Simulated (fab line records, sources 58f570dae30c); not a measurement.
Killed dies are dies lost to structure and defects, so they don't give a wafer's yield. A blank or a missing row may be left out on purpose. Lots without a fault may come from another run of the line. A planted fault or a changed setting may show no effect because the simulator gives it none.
Which tool did it? | flow berkeley_cmos170 | 7 lots, 21 wafers sampled, at 2 steps of a route of 331

WHAT THE GAUGES READ, wafer by wafer
UCB170_GATE_THK_MEAS_05.
lot  | measured     | on            | GATE_POLY_THK (nm)
L242 | day 7 09:54  | film_metro-04 | 214.9 216.5 212.6
L244 | day 7 09:51  | film_metro-01 | 211.8 212.9 213.5
L247 | day 8 13:07  | film_metro-04 | 214.1 213.4 211.8
L256 | day 10 12:00 | film_metro-04 | 295.5 292.4 294.4
L258 | day 11 06:32 | film_metro-04 | 214.5 212.3 213.6
L260 | day 11 13:40 | film_metro-04 | 214.3 212.7 214.9
L264 | day 12 03:34 | film_metro-03 | 213.8 213.1 213.5

WHICH TOOL RAN EACH LOT (tool, then ch and the chambers of the sampled wafers, then the start)
lot  | UCB170_GATE_CVD_04
L242 | lpcvd-02 ch 0, day 7 08:26
L244 | lpcvd-02 ch 1, day 7 08:26
L247 | lpcvd-01 ch 1, day 8 11:43
L256 | lpcvd-02 ch 1, day 10 10:36
L258 | lpcvd-01 ch 0, day 11 05:08
L260 | lpcvd-01 ch 1, day 11 12:11
L264 | lpcvd-01 ch 0, day 12 02:10
- UCB170_GATE_CVD_04: deposits poly-Si from SiH4, time 1440 s, target thk 214 nm.

THE ANSWER, worked out from the rows above alone
Rule: what is usual is taken from the lots themselves. Put in order of their means at a reading, lots are off if they are a third of the lots or fewer, leave a main group of 4 or more, and stand apart from it by a gap of 3 or more times the standard deviation of the main group's means; of several such gaps the widest counts. A main group whose means are all the same, to the digits that the tables above print for the reading, isn't used. A lot without any number at a reading at which 4 lots or more have one is off too. The other lots that the step has rows for count as sound.
Off: L256, at UCB170_GATE_THK_MEAS_05 (GATE_POLY_THK). The main group: mean 213.6 nm, standard deviation 0.62.
A tool fits if, at a process step before that reading, it ran every lot that is off, and no sound lot after the first of them. The gauges at UCB170_GATE_THK_MEAS_05 are tried like those tools. One fits: lpcvd-02 at UCB170_GATE_CVD_04. Its last sound lot is L242 (day 7 08:26), its first lot that is off L256 (day 10 10:36): a fault that began between those two fits.

WHAT THE SIMULATOR HAD PUT IN
Process parameter drift: lpcvd-02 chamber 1, from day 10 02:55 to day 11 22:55, at UCB170_GATE_CVD_04. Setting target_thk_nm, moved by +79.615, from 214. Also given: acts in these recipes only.
Lots struck among those shown: L256. The rule above found the same.
